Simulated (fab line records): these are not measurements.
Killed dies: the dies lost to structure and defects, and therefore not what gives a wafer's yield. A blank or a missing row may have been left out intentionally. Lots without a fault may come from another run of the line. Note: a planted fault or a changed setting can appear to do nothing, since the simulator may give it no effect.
A struck lot beside a sound one :: flow berkeley_cmos170 :: 19 out of 331 route steps
Sound: wafers L507.2, L507.3, L507.5. Struck: wafers L514.1, L514.2, L514.4. At the end, the cause is stated.
Order at every step that has rows: each side's tool, ch and its chambers, its first start. Under that, the readings that differ: sound wafers :: struck wafers :: difference of the means :: sigmas: that difference in standard deviations of wafers without a fault.
alike: readings with means less than 2 such deviations apart, plus words and numbers identical on both sides. not compared: withheld readings, readings lacking a value on some wafer, bounds such as >300 that could conceal the same value, and numbers that have no deviation in the record and whose values overlap.
The two part at a step that has a row with sigmas, a row that says differs or no value, or rows on one side only. When numbers do not overlap yet have no deviation, they are printed without sigmas and do not part them. Lack of a reading on every wafer of one side parts them only where that side has two or more wafers.

UCB170_M3_SPUTTER_01: material Al, target thk 900 nm, time 120 s.
  sound: pvd_sputter-04 at day 8 10:58; struck: pvd_sputter-04 at day 10 06:04
  alike: chamber_pressure_pa, throttle_valve_pct
UCB170_M3_RS_MEAS_02: a four-point-probe measurement.
  sound: film_metro-02 at day 8 11:04; struck: film_metro-03 at day 10 06:08
reading: M3_AL_RS (ohm/sq)
sound: 0.0334 0.0327 0.0333
struck: 0.0316 0.0324 0.0321
difference: -0.0011
sigmas: -2
UCB170_M3_THK_MEAS_03: measures by xrf.
  sound: film_metro-02 at day 8 11:10; struck: film_metro-03 at day 10 06:16
  alike: M3_AL_THK
then, 3 steps without rows for these wafers: UCB170_M3_HMDS_04 (prime time 60 s); UCB170_M3_COAT_05 (resist thk 900 nm); UCB170_M3_SOFTBAKE_06 (time 60 s).
UCB170_M3_STRIP_07: strips in O2.
  sound on plasma_asher-04 ch 0,1, day 8 11:41; struck on plasma_asher-04 ch 0,1, day 10 07:26
  alike: drypump_motor_current_A, oes_product_au, strip_time_to_endpoint_s
  not compared: rf_hours_counter_h
then, 5 steps without rows for these wafers: UCB170_M3_STRIP_08 (strips KrF in DMSO, time 600 s); UCB170_M3_COAT_09; UCB170_M3_COAT_10 (resist thk 900 nm); UCB170_M3_SOFTBAKE_11 (time 60 s); UCB170_M3_EXPOSE_12 (exposes mask METAL3, target cd 700 nm).
UCB170_M3_PEB_13:
  sound on litho_track-03 ch 0, day 8 13:16; struck on litho_track-02 ch 0, day 10 09:20
reading: heater_power_total_W (W)
sound: 56.87 56.75 56.86
struck: 50.70 50.74 50.77
difference: -6.09
sigmas: -99 or more

reading: plate_temp_C (C)
sound: 129.94 130.00 129.99
struck: 119.53 119.32 119.43
difference: -10.55
sigmas: -75
  alike: chill_plate_temp_C
then, 1 step without rows for these wafers: UCB170_M3_DEVELOP_14 (develop time 45 s).
UCB170_M3_CD_MEAS_15: target cd 700 nm.
  sound: cd_sem-01 at day 8 13:44; struck: cd_sem-02 at day 10 09:37
reading: cd_nm (nm)
sound: 700.3 701.3 699.6
struck: 810.1 808.8 808.2
difference: +108.6
sigmas: +78
UCB170_M3_OVL_MEAS_16:
  sound: overlay-01 at day 8 13:50; struck: overlay-01 at day 10 09:44
  alike: M3_OVL
UCB170_M3_ETCH_17: etches BARC in N2/H2.
  sound on rie_diel-01 ch 0,1,2, day 8 13:52; struck on rie_diel-01 ch 0,1, day 10 09:46
reading: model.M3.cd_nm (nm)
sound: 699.9 701.8 698.9
struck: 809.9 809.4 808.4
difference: +109.0
sigmas: 
  alike: drypump_motor_current_A, oes_product_au, throttle_valve_pct
UCB170_M3_METAL_ETCH_18: etches Al in Cl2/BCl3, stops on SiO2, target depth 1170 nm, time 195 s.
  sound on rie_metal-03 ch 0,1, day 8 13:55; struck on rie_metal-03 ch 0,1, day 10 09:48
reading: model.M3.cd_nm (nm)
sound: 704.6 706 699.8
struck: 812.7 813.8 812.2
difference: +109.4
sigmas: 
  alike: drypump_motor_current_A, oes_product_au, throttle_valve_pct
  not compared: rf_hours_counter_h
UCB170_M3_STRIP_19: strips in O2.
  sound on plasma_asher-03 ch 0,1, day 8 14:06; struck on plasma_asher-01 ch 0,1, day 10 09:59
  alike: drypump_motor_current_A, oes_product_au
  not compared: rf_hours_counter_h

WHERE THEY PART
Earliest at UCB170_M3_RS_MEAS_02; latest, in this record, at UCB170_M3_CD_MEAS_15. Later steps at which nothing parts them and some readings are alike: UCB170_M3_OVL_MEAS_16, UCB170_M3_ETCH_17, UCB170_M3_METAL_ETCH_18, UCB170_M3_STRIP_19.

WHY: the cause the simulator had injected
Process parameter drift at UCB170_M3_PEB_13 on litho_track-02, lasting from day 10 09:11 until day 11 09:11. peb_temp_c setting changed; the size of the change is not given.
